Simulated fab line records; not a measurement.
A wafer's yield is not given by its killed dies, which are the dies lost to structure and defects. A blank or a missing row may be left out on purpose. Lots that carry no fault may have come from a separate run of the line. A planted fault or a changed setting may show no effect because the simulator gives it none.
Which of the tools did it? :: flow berkeley cmos170 :: 15 lots with 45 wafers sampled at 6 steps, on a route of 331 steps

WHAT THE GAUGES SHOWED, per wafer
UCB170_PLDD_OVL_MEAS_07.
lot: L836
measured: day 8 01:36
on: overlay-02
PLDD_OVL (nm): 3 -7 -6

lot: L837
measured: day 8 13:37
on: overlay-02
PLDD_OVL (nm): -3 -9 -3

lot: L838
measured: day 8 13:52
on: overlay-01
PLDD_OVL (nm): 7 -3 4

lot: L840
measured: day 9 01:32
on: overlay-02
PLDD_OVL (nm): 5 -11 -3

lot: L843
measured: day 9 18:53
on: overlay-02
PLDD_OVL (nm): -2 -1 4

lot: L844
measured: day 9 19:57
on: overlay-02
PLDD_OVL (nm): 6 7 4

lot: L842
measured: day 9 19:43
on: overlay-01
PLDD_OVL (nm): 4 5 -5

lot: L846
measured: day 9 20:20
on: overlay-01
PLDD_OVL (nm): 5 -2 2

lot: L847
measured: day 10 09:27
on: overlay-02
PLDD_OVL (nm): 0 -4 -4

lot: L849
measured: day 10 22:23
on: overlay-01
PLDD_OVL (nm): 0 8 4

lot: L853
measured: day 10 22:40
on: overlay-01
PLDD_OVL (nm): -6 -2 -1

lot: L854
measured: day 11 06:49
on: overlay-01
PLDD_OVL (nm): 11 0 0

lot: L855
measured: day 11 07:00
on: overlay-02
PLDD_OVL (nm): -2 -2 -2

lot: L856
measured: day 11 22:20
on: overlay-01
PLDD_OVL (nm): -2 8 2

lot: L859
measured: day 12 10:14
on: overlay-01
PLDD_OVL (nm): -7 -11 -10

UCB170_PSD_TW_MEAS_10.
lot: L836
measured: day 8 11:23
on: film metro-03
PSD_TW: 2309 2318 2310

lot: L837
measured: day 9 00:31
on: film metro-01
PSD_TW: 2358 2357 2355

lot: L838
measured: day 9 00:48
on: film metro-04
PSD_TW: 2374 2381 2373

lot: L840
measured: day 9 13:08
on: film metro-01
PSD_TW: 2343 2352 2342

lot: L843
measured: day 10 03:10
on: film metro-03
PSD_TW: 2321 2325 2333

lot: L844
measured: day 10 06:52
on: film metro-03
PSD_TW: 30 30 30

lot: L842
measured: day 10 06:31
on: film metro-04
PSD_TW: 30 30 31

lot: L846
measured: day 10 06:47
on: film metro-04
PSD_TW: 31 31 31

lot: L847
measured: day 10 20:32
on: film metro-03
PSD_TW: 2319 2325 2329

lot: L849
measured: day 11 08:44
on: film metro-04
PSD_TW: 2350 2351 2366

lot: L853
measured: day 11 09:17
on: film metro-01
PSD_TW: 2351 2355 2353

lot: L854
measured: day 11 20:05
on: film metro-04
PSD_TW: 2364 2361 2359

lot: L855
measured: day 11 19:59
on: film metro-01
PSD_TW: 2349 2350 2353

lot: L856
measured: day 12 10:55
on: film metro-01
PSD_TW: 2358 2346 2355

lot: L859
measured: day 12 19:36
on: film metro-04
PSD_TW: 2351 2369 2355

WHICH TOOL RAN EACH LOT (tool, then ch and the chambers of the sampled wafers, then the start)
lot: L836
UCB170_GATE_STRIP_16: plasma asher-02 ch 0,1, day 7 23:37
UCB170_NLDD_STRIP_10: plasma asher-04 ch 0,1, day 8 05:53
UCB170_SPACER_CVD_00: pecvd-03 ch 1,2, day 8 06:21
UCB170_PSD_STRIP_09: plasma asher-03 ch 0,1, day 8 11:17

lot: L837
UCB170_GATE_STRIP_16: plasma asher-02 ch 0,1, day 8 11:54
UCB170_NLDD_STRIP_10: plasma asher-04 ch 0,1, day 8 15:53
UCB170_SPACER_CVD_00: pecvd-03 ch 1,2, day 8 16:14
UCB170_PSD_STRIP_09: plasma asher-01 ch 0,1, day 9 00:25

lot: L838
UCB170_GATE_STRIP_16: plasma asher-01 ch 0,1, day 8 12:09
UCB170_NLDD_STRIP_10: plasma asher-02 ch 0,1, day 8 16:08
UCB170_SPACER_CVD_00: pecvd-04 ch 0,1, day 8 16:28
UCB170_PSD_STRIP_09: plasma asher-03 ch 0,1, day 9 00:41

lot: L840
UCB170_GATE_STRIP_16: plasma asher-02 ch 0,1, day 8 22:25
UCB170_NLDD_STRIP_10: plasma asher-03 ch 0,1, day 9 03:47
UCB170_SPACER_CVD_00: pecvd-01 ch 1,2, day 9 04:07
UCB170_PSD_STRIP_09: plasma asher-01 ch 0,1, day 9 13:02

lot: L843
UCB170_GATE_STRIP_16: plasma asher-01 ch 0,1, day 9 16:50
UCB170_NLDD_STRIP_10: plasma asher-03 ch 0,1, day 9 21:45
UCB170_SPACER_CVD_00: pecvd-01 ch 0,1,2, day 9 22:16
UCB170_PSD_STRIP_09: plasma asher-03 ch 0,1, day 10 03:04

lot: L844
UCB170_GATE_STRIP_16: plasma asher-04 ch 0,1, day 9 16:57
UCB170_NLDD_STRIP_10: plasma asher-02 ch 0,1, day 9 23:54
UCB170_SPACER_CVD_00: pecvd-04 ch 0,2, day 10 00:43
UCB170_PSD_STRIP_09: plasma asher-01 ch 0,1, day 10 06:46

lot: L842
UCB170_GATE_STRIP_16: plasma asher-02 ch 0,1, day 9 17:11
UCB170_NLDD_STRIP_10: plasma asher-03 ch 0,1, day 9 23:52
UCB170_SPACER_CVD_00: pecvd-03 ch 0,1, day 10 00:22
UCB170_PSD_STRIP_09: plasma asher-03 ch 0,1, day 10 06:25

lot: L846
UCB170_GATE_STRIP_16: plasma asher-01 ch 0,1, day 9 17:35
UCB170_NLDD_STRIP_10: plasma asher-04 ch 0,1, day 10 00:58
UCB170_SPACER_CVD_00: pecvd-01 ch 0,1,2, day 10 02:16
UCB170_PSD_STRIP_09: plasma asher-02 ch 0,1, day 10 06:41

lot: L847
UCB170_GATE_STRIP_16: plasma asher-01 ch 0,1, day 10 04:35
UCB170_NLDD_STRIP_10: plasma asher-02 ch 0,1, day 10 11:26
UCB170_SPACER_CVD_00: pecvd-04 ch 0,2, day 10 11:49
UCB170_PSD_STRIP_09: plasma asher-01 ch 0,1, day 10 20:26

lot: L849
UCB170_GATE_STRIP_16: plasma asher-02 ch 0,1, day 10 19:52
UCB170_NLDD_STRIP_10: plasma asher-03 ch 0,1, day 11 01:42
UCB170_SPACER_CVD_00: pecvd-03 ch 0,1,2, day 11 02:02
UCB170_PSD_STRIP_09: plasma asher-03 ch 0,1, day 11 08:38

lot: L853
UCB170_GATE_STRIP_16: plasma asher-04 ch 0,1, day 10 19:53
UCB170_NLDD_STRIP_10: plasma asher-03 ch 0,1, day 11 02:16
UCB170_SPACER_CVD_00: pecvd-03 ch 0,1,2, day 11 02:40
UCB170_PSD_STRIP_09: plasma asher-02 ch 0,1, day 11 09:11

lot: L854
UCB170_GATE_STRIP_16: plasma asher-01 ch 0, day 11 04:41
UCB170_NLDD_STRIP_10: plasma asher-04 ch 0,1, day 11 10:34
UCB170_SPACER_CVD_00: pecvd-01 ch 0,2, day 11 10:54
UCB170_PSD_STRIP_09: plasma asher-03 ch 0, day 11 19:59

lot: L855
UCB170_GATE_STRIP_16: plasma asher-02 ch 0,1, day 11 04:51
UCB170_NLDD_STRIP_10: plasma asher-03 ch 1, day 11 11:11
UCB170_SPACER_CVD_00: pecvd-03 ch 0,1, day 11 11:31
UCB170_PSD_STRIP_09: plasma asher-02 ch 0,1, day 11 19:52

lot: L856
UCB170_GATE_STRIP_16: plasma asher-01 ch 0,1, day 11 20:17
UCB170_NLDD_STRIP_10: plasma asher-03 ch 0,1, day 12 00:33
UCB170_SPACER_CVD_00: pecvd-04 ch 0,2, day 12 00:53
UCB170_PSD_STRIP_09: plasma asher-01 ch 0,1, day 12 10:48

lot: L859
UCB170_GATE_STRIP_16: plasma asher-01 ch 0,1, day 12 07:45
UCB170_NLDD_STRIP_10: plasma asher-03 ch 0,1, day 12 14:13
UCB170_SPACER_CVD_00: pecvd-04 ch 0,2, day 12 14:34
UCB170_PSD_STRIP_09: plasma asher-03 ch 0,1, day 12 19:31
- UCB170_GATE_STRIP_16: strips in O2.
- UCB170_NLDD_STRIP_10: strips in O2.
- UCB170_SPACER_CVD_00: deposits SiO2 from TEOS/O2, target thk 376 nm, time 47 s.
- UCB170_PSD_STRIP_09: strips in O2.

WHAT THE TOOLS THEMSELVES READ (means of the sampled wafers that have a number; where no wafer has one, the mark that the record gives instead)
UCB170_GATE_STRIP_16.
lot: L836
tool: plasma asher-02
chamber pressure mTorr (mTorr): 3499.4
drypump motor current A (A): 5.1
oes product au (a.u.): 0.726

lot: L837
tool: plasma asher-02
chamber pressure mTorr (mTorr): 3496.4
drypump motor current A (A): 5.4
oes product au (a.u.): 0.726

lot: L838
tool: plasma asher-01
chamber pressure mTorr (mTorr): 3500.7
drypump motor current A (A): 5.1
oes product au (a.u.): 0.729

lot: L840
tool: plasma asher-02
chamber pressure mTorr (mTorr): 3499.5
drypump motor current A (A): 5.4
oes product au (a.u.): 0.725

lot: L843
tool: plasma asher-01
chamber pressure mTorr (mTorr): 3500.2
drypump motor current A (A): 5.1
oes product au (a.u.): 0.721

lot: L844
tool: plasma asher-04
chamber pressure mTorr (mTorr): 3499.7
drypump motor current A (A): 5.6
oes product au (a.u.): 0.727

lot: L842
tool: plasma asher-02
chamber pressure mTorr (mTorr): 3502.4
drypump motor current A (A): 5.4
oes product au (a.u.): 0.723

lot: L846
tool: plasma asher-01
chamber pressure mTorr (mTorr): 3499.1
drypump motor current A (A): 5.1
oes product au (a.u.): 0.726

lot: L847
tool: plasma asher-01
chamber pressure mTorr (mTorr): 3497.8
drypump motor current A (A): 5.1
oes product au (a.u.): 0.726

lot: L849
tool: plasma asher-02
chamber pressure mTorr (mTorr): 3502.3
drypump motor current A (A): 5.1
oes product au (a.u.): 0.724

lot: L853
tool: plasma asher-04
chamber pressure mTorr (mTorr): 3501.8
drypump motor current A (A): 5.9
oes product au (a.u.): 0.723

lot: L854
tool: plasma asher-01
chamber pressure mTorr (mTorr): 3500.0
drypump motor current A (A): 5.0
oes product au (a.u.): 0.727

lot: L855
tool: plasma asher-02
chamber pressure mTorr (mTorr): 3501.3
drypump motor current A (A): 5.1
oes product au (a.u.): 0.724

lot: L856
tool: plasma asher-01
chamber pressure mTorr (mTorr): 3500.9
drypump motor current A (A): 5.1
oes product au (a.u.): 0.727

lot: L859
tool: plasma asher-01
chamber pressure mTorr (mTorr): 3496.5
drypump motor current A (A): 5.2
oes product au (a.u.): 0.727

UCB170_NLDD_STRIP_10.
lot: L836
tool: plasma asher-04
chamber pressure mTorr (mTorr): 3496
drypump motor current A (A): 5.9
oes product au (a.u.): 0.735
strip time to endpoint s (s): 21.69

lot: L837
tool: plasma asher-04
chamber pressure mTorr (mTorr): 3498
drypump motor current A (A): 5.9
oes product au (a.u.): 0.731
strip time to endpoint s (s): 21.61

lot: L838
tool: plasma asher-02
chamber pressure mTorr (mTorr): 3499
drypump motor current A (A): 5.1
oes product au (a.u.): 0.739
strip time to endpoint s (s): 21.61

lot: L840
tool: plasma asher-03
chamber pressure mTorr (mTorr): 3502
drypump motor current A (A): 6.0
oes product au (a.u.): 0.731
strip time to endpoint s (s): 21.58

lot: L843
tool: plasma asher-03
chamber pressure mTorr (mTorr): 3500
drypump motor current A (A): 6.1
oes product au (a.u.): 0.735
strip time to endpoint s (s): 21.64

lot: L844
tool: plasma asher-02
chamber pressure mTorr (mTorr): -
drypump motor current A (A): -
oes product au (a.u.): -
strip time to endpoint s (s): -

lot: L842
tool: plasma asher-03
chamber pressure mTorr (mTorr): -
drypump motor current A (A): -
oes product au (a.u.): -
strip time to endpoint s (s): -

lot: L846
tool: plasma asher-04
chamber pressure mTorr (mTorr): -
drypump motor current A (A): -
oes product au (a.u.): -
strip time to endpoint s (s): -

lot: L847
tool: plasma asher-02
chamber pressure mTorr (mTorr): 3501
drypump motor current A (A): 5.1
oes product au (a.u.): 0.733
strip time to endpoint s (s): 21.72

lot: L849
tool: plasma asher-03
chamber pressure mTorr (mTorr): 3503
drypump motor current A (A): 5.6
oes product au (a.u.): 0.738
strip time to endpoint s (s): 21.57

lot: L853
tool: plasma asher-03
chamber pressure mTorr (mTorr): 3499
drypump motor current A (A): 5.6
oes product au (a.u.): 0.739
strip time to endpoint s (s): 21.66

lot: L854
tool: plasma asher-04
chamber pressure mTorr (mTorr): 3499
drypump motor current A (A): 5.9
oes product au (a.u.): 0.735
strip time to endpoint s (s): 21.59

lot: L855
tool: plasma asher-03
chamber pressure mTorr (mTorr): 3500
drypump motor current A (A): 6.5
oes product au (a.u.): 0.737
strip time to endpoint s (s): 21.59

lot: L856
tool: plasma asher-03
chamber pressure mTorr (mTorr): 3497
drypump motor current A (A): 6.0
oes product au (a.u.): 0.740
strip time to endpoint s (s): 21.58

lot: L859
tool: plasma asher-03
chamber pressure mTorr (mTorr): 3499
drypump motor current A (A): 6.1
oes product au (a.u.): 0.736
strip time to endpoint s (s): 21.60

UCB170_SPACER_CVD_00.
lot: L836
tool: pecvd-03
heater power w (W): 340
pressure mtorr (mTorr): 9016

lot: L837
tool: pecvd-03
heater power w (W): 309
pressure mtorr (mTorr): 9010

lot: L838
tool: pecvd-04
heater power w (W): 257
pressure mtorr (mTorr): 9010

lot: L840
tool: pecvd-01
heater power w (W): 204
pressure mtorr (mTorr): 9013

lot: L843
tool: pecvd-01
heater power w (W): 211
pressure mtorr (mTorr): 9014

lot: L844
tool: pecvd-04
heater power w (W): 277
pressure mtorr (mTorr): 8995

lot: L842
tool: pecvd-03
heater power w (W): 237
pressure mtorr (mTorr): 9028

lot: L846
tool: pecvd-01
heater power w (W): 236
pressure mtorr (mTorr): 9020

lot: L847
tool: pecvd-04
heater power w (W): 255
pressure mtorr (mTorr): 9004

lot: L849
tool: pecvd-03
heater power w (W): 289
pressure mtorr (mTorr): 8985

lot: L853
tool: pecvd-03
heater power w (W): 303
pressure mtorr (mTorr): 8998

lot: L854
tool: pecvd-01
heater power w (W): 248
pressure mtorr (mTorr): 9007

lot: L855
tool: pecvd-03
heater power w (W): 234
pressure mtorr (mTorr): 8990

lot: L856
tool: pecvd-04
heater power w (W): 252
pressure mtorr (mTorr): 8994

lot: L859
tool: pecvd-04
heater power w (W): 253
pressure mtorr (mTorr): 9018

UCB170_PSD_STRIP_09.
lot: L836
tool: plasma asher-03
chamber pressure mTorr (mTorr): 3499
drypump motor current A (A): 6.1
oes product au (a.u.): 0.600
strip time to endpoint s (s): 29.42

lot: L837
tool: plasma asher-01
chamber pressure mTorr (mTorr): 3506
drypump motor current A (A): 5.1
oes product au (a.u.): 0.600
strip time to endpoint s (s): 29.43

lot: L838
tool: plasma asher-03
chamber pressure mTorr (mTorr): 3502
drypump motor current A (A): 6.0
oes product au (a.u.): 0.600
strip time to endpoint s (s): 29.42

lot: L840
tool: plasma asher-01
chamber pressure mTorr (mTorr): 3500
drypump motor current A (A): 5.2
oes product au (a.u.): 0.598
strip time to endpoint s (s): 29.34

lot: L843
tool: plasma asher-03
chamber pressure mTorr (mTorr): 3496
drypump motor current A (A): 6.0
oes product au (a.u.): 0.602
strip time to endpoint s (s): 29.40

lot: L844
tool: plasma asher-01
chamber pressure mTorr (mTorr): 3502
drypump motor current A (A): 5.2
oes product au (a.u.): 0.665
strip time to endpoint s (s): 55.43

lot: L842
tool: plasma asher-03
chamber pressure mTorr (mTorr): 3501
drypump motor current A (A): 6.0
oes product au (a.u.): 0.659
strip time to endpoint s (s): 55.40

lot: L846
tool: plasma asher-02
chamber pressure mTorr (mTorr): 3501
drypump motor current A (A): 5.1
oes product au (a.u.): 0.663
strip time to endpoint s (s): 55.59

lot: L847
tool: plasma asher-01
chamber pressure mTorr (mTorr): 3501
drypump motor current A (A): 5.2
oes product au (a.u.): 0.608
strip time to endpoint s (s): 29.55

lot: L849
tool: plasma asher-03
chamber pressure mTorr (mTorr): 3498
drypump motor current A (A): 5.6
oes product au (a.u.): 0.602
strip time to endpoint s (s): 29.39

lot: L853
tool: plasma asher-02
chamber pressure mTorr (mTorr): 3500
drypump motor current A (A): 5.4
oes product au (a.u.): 0.600
strip time to endpoint s (s): 29.41

lot: L854
tool: plasma asher-03
chamber pressure mTorr (mTorr): 3502
drypump motor current A (A): 5.2
oes product au (a.u.): 0.598
strip time to endpoint s (s): 29.47

lot: L855
tool: plasma asher-02
chamber pressure mTorr (mTorr): 3501
drypump motor current A (A): 5.4
oes product au (a.u.): 0.598
strip time to endpoint s (s): 29.32

lot: L856
tool: plasma asher-01
chamber pressure mTorr (mTorr): 3497
drypump motor current A (A): 5.1
oes product au (a.u.): 0.599
strip time to endpoint s (s): 29.30

lot: L859
tool: plasma asher-03
chamber pressure mTorr (mTorr): 3501
drypump motor current A (A): 5.6
oes product au (a.u.): 0.597
strip time to endpoint s (s): 29.31

THE ANSWER, worked out from the rows above alone
Rule: usual is defined by the lots themselves. Put in order of their means at a reading, lots are off if they are a third of the lots or fewer, leave a main group of 4 or more, and stand apart from it by a gap of 3 or more times the standard deviation of the main group's means; of several such gaps the widest counts. A main group whose means are all the same, to the digits that the tables above print for the reading, isn't used. A lot without any number at a reading at which 4 lots or more have one is off too. Any other lot the step has rows for is counted as sound. The gauges are gone through in route order, then the tools' own readings, and for those a lot's mean is taken as printed above. The first step at which some lot is off is used, and at that step the reading that is off furthest; a lot without a number counts as furthest.
Off: at UCB170_PSD_TW_MEAS_10 (PSD_TW), L844, L842, L846. Mean 2348 and standard deviation 17 in the main group.
A tool fits if, at a process step before that reading, it ran every lot that is off, and no sound lot after the first of them. The gauges at UCB170_PSD_TW_MEAS_10 aren't tried: what is off there is off at UCB170_NLDD_STRIP_10 too, on other tools, and a gauge's error can't cause that. Not one of the candidates tried fits.

WHAT THE SIMULATOR HAD INSERTED
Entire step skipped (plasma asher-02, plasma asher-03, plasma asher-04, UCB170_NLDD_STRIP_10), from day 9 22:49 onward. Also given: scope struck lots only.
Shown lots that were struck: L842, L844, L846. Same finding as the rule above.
